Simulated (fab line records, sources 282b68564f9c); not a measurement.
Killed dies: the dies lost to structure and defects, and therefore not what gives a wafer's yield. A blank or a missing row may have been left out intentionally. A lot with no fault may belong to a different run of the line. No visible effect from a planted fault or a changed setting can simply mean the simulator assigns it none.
A struck lot beside a sound one ; flow ritCmos ; 16 out of 202 route steps
Sound: wafers L744.1, L744.5, L744.6. Wafers L748.1, L748.4, L748.6 were the ones struck. At the end, the cause is stated.
Each step with rows lists, per side, the tool, then ch with its chambers, then its first start. Under that, the readings that differ: sound wafers ; struck wafers ; difference of the means ; sigmas: that difference in standard deviations of wafers without a fault.
alike: readings whose means differ by less than 2 such deviations, and words and numbers that are the same on both sides. not compared: withheld readings, readings that some wafer has no value for, bounds like >300 that may hide the same value, and numbers for which the record gives no deviation and whose values overlap.
The two part at a step that has a row with sigmas, a row that says differs or no value, or rows on one side only. When numbers do not overlap yet have no deviation, they are printed without sigmas and do not part them. A reading missing from all wafers of one side parts the sides only when that side holds two or more wafers.

first, 4 steps without rows for these wafers: RIT_ACTIVE_SOFTBAKE_07 (time 60 s); RIT_ACTIVE_EXPOSE_08 (exposes mask M1, target cd 1400 nm); RIT_ACTIVE_PEB_09; RIT_ACTIVE_DEVELOP_10 (develop time 50 s).
RIT_ACTIVE_CD_MEAS_11 targets a cd of 1400 nm.
  sound on cdSem-02 at day 3 17:19; struck on cdSem-02 at day 4 13:31
  alike: cdNm
then, 1 step without rows for these wafers: RIT_ACTIVE_HARDBAKE_12 (time 60 s).
RIT_ACTIVE_ETCH_13: etches Si3N4 in SF6, stops on SiO2, time 210 s, target depth 210 nm.
  sound on rieDiel-03 ch 0,1, day 3 17:45; struck on rieDiel-03 ch 0,1,2, day 4 13:47
  alike: drypumpMotorCurrentA, oesProductAu, throttleValvePct
  not compared: rfHoursCounterH
RIT_ACTIVE_STRIP_14: strips in O2, time 180 s.
  sound on plasmaAsher-02 ch 0,1, day 3 17:53; struck on plasmaAsher-02 ch 0,1, day 4 13:55
  alike: drypumpMotorCurrentA
  not compared: rfHoursCounterH
RIT_ACTIVE_CD_MEAS_90 targets a cd of 1400 nm.
  sound on cdSem-02 at day 3 18:03; struck on cdSem-02 at day 4 14:05
  alike: cdNm
then, 3 steps without rows for these wafers: RIT_ACTIVE_CLEAN_15 (cleans in SC1, time 600 s); RIT_ACTIVE_CLEAN_16 (cleans in dHF, time 30 s); RIT_ACTIVE_CLEAN_17 (cleans in SC2, time 600 s).
RIT_FOX1_OXIDATION_00: target thk 350.7 nm, ox time 1130 s.
  sound on furnace-04 ch 0, day 3 21:50; struck on furnace-04 ch 0, day 4 16:20
reading;sound;struck;difference;sigmas
spikeTcCentreC (C);1104.6 1106.0 1103.4;1078.1 1077.7 1075.8;-27.5;-20
spikeTcLoadC (C);1132.0 1132.6 1132.2;1107.0 1109.1 1108.0;-24.2;-9
spikeTcSourceC (C);1124.3 1124.3 1123.5;1097.4 1098.5 1098.2;-26.0;-26
tubeCenterTempC (C);1100 1100 1099.9;1074.9 1075 1075;-25.0;-99 or more
tube_center_temp_C_max;1102.6 1102.8 1102.5;1077.9 1077.1 1078.4;-24.8;-53
model.SiO2_of_FOX1_OXIDATION_00.thkNm (nm);338.2 346.8 346.4;309.7 306.2 310.4;-35.0;
RIT_FOX1_THK_MEAS_01:
  sound on filmMetro-02 at day 3 23:10; struck on filmMetro-04 at day 4 17:40
reading;sound;struck;difference;sigmas
FOX1_OXIDE_THK (nm);338 347 346;310 306 310;-35;-5
then, 1 step without rows for these wafers: RIT_FOX1_WET_ETCH_02 (etches SiO2 in BOE, target depth 350 nm, time 390 s).
RIT_M1_PROBE_99:
  sound on prober-01 at day 5 16:01; struck on prober-02 at day 6 12:59
  alike: killedAtFrontEnd, killedDies, killedOpen, killedShort
  not compared: model.etest.nplusSal.widthNm, model.etest.pplusSal.widthNm, model.etest.pldd.widthNm, model.etest.nldd.widthNm

## WHERE THEY PART
First at RIT_FOX1_OXIDATION_00; last, within this record, at RIT_FOX1_THK_MEAS_01. Later steps at which nothing parts them and some readings are alike: RIT_M1_PROBE_99.

WHY: the cause the simulator had injected
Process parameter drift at RIT_FOX1_OXIDATION_00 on furnace-04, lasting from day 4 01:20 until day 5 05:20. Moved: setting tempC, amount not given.
